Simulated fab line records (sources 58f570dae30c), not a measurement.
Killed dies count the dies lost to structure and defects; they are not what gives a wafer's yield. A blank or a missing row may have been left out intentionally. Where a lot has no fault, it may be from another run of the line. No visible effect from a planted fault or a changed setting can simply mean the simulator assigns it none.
A lot that was struck, set against a sound lot    flow berkeleyCmos170    14 out of 331 route steps
Sound: wafers L513.2, L513.4, L513.5. Struck: wafers L505.1, L505.3, L505.6. The cause is named last.
For every step that has rows: the tool of each side, followed by ch and its chambers, followed by its first start. Under that, the readings that differ: sound wafers    struck wafers    difference of the means    sigmas: that difference in standard deviations of wafers without a fault.
alike: readings whose means differ by less than 2 such deviations, and words and numbers that are the same on both sides. not compared: withheld readings, readings that some wafer has no value for, bounds like >300 that may hide the same value, and numbers for which the record gives no deviation and whose values overlap.
A row with sigmas, a row that says differs or no value, or rows on one side alone: a step with any of these is where the two part. Numbers that have no deviation but don't overlap get no sigmas and don't part them. A reading missing from all wafers of one side parts the sides only when that side holds two or more wafers.

first, 5 steps without rows for these wafers: UCB170_WELLDRIVE_ANNEAL_03 (time 900 s); UCB170_WELLDRIVE_WET_ETCH_04 (etches SiO2 in BOE, time 120 s); UCB170_ACTIVE_CLEAN_00 (cleans in SPM, time 600 s); UCB170_ACTIVE_CLEAN_01 (cleans in dHF, time 60 s); UCB170_ACTIVE_OXIDATION_02 (target thk 26.4 nm, ox time 1260 s).
UCB170_ACTIVE_THK_MEAS_03:
  struck on filmMetro-02, day 5 05:50; sound on filmMetro-03, day 6 20:46
  alike: ACTIVE_OXIDE_THK
then, 2 steps without rows for these wafers: UCB170_ACTIVE_ANNEAL_04 (time 900 s); UCB170_ACTIVE_CVD_05 (deposits Si3N4 from SiH2Cl2/NH3, target thk 220 nm, time 3300 s).
UCB170_ACTIVE_THK_MEAS_06:
  struck on filmMetro-02, day 5 15:22; sound on filmMetro-01, day 7 06:18
  alike: ACTIVE_NITRIDE_THK
then, 3 steps without rows for these wafers: UCB170_ACTIVE_HMDS_07 (prime time 60 s); UCB170_ACTIVE_COAT_08 (resist thk 900 nm); UCB170_ACTIVE_SOFTBAKE_09 (time 60 s).
UCB170_ACTIVE_EXPOSE_10: exposes mask ACTIVE, target cd 1200 nm.
  sound on krfScanner-02 ch 0, day 7 07:11; struck on krfScanner-01, day 5 16:20
  no value came back on the struck wafers for exposureDoseMJCm2, focusOffsetNm (nm), na, reticleTempC (C); on the sound wafers exposureDoseMJCm2 reads 19.936 19.960 20.000
  alike: mask
following that, these wafers have no rows for 1 step: UCB170_ACTIVE_PEB_11.

## WHERE THEY PART
At UCB170_ACTIVE_EXPOSE_10 and nowhere else, as far as this record goes.

WHY: whatever the simulator had introduced
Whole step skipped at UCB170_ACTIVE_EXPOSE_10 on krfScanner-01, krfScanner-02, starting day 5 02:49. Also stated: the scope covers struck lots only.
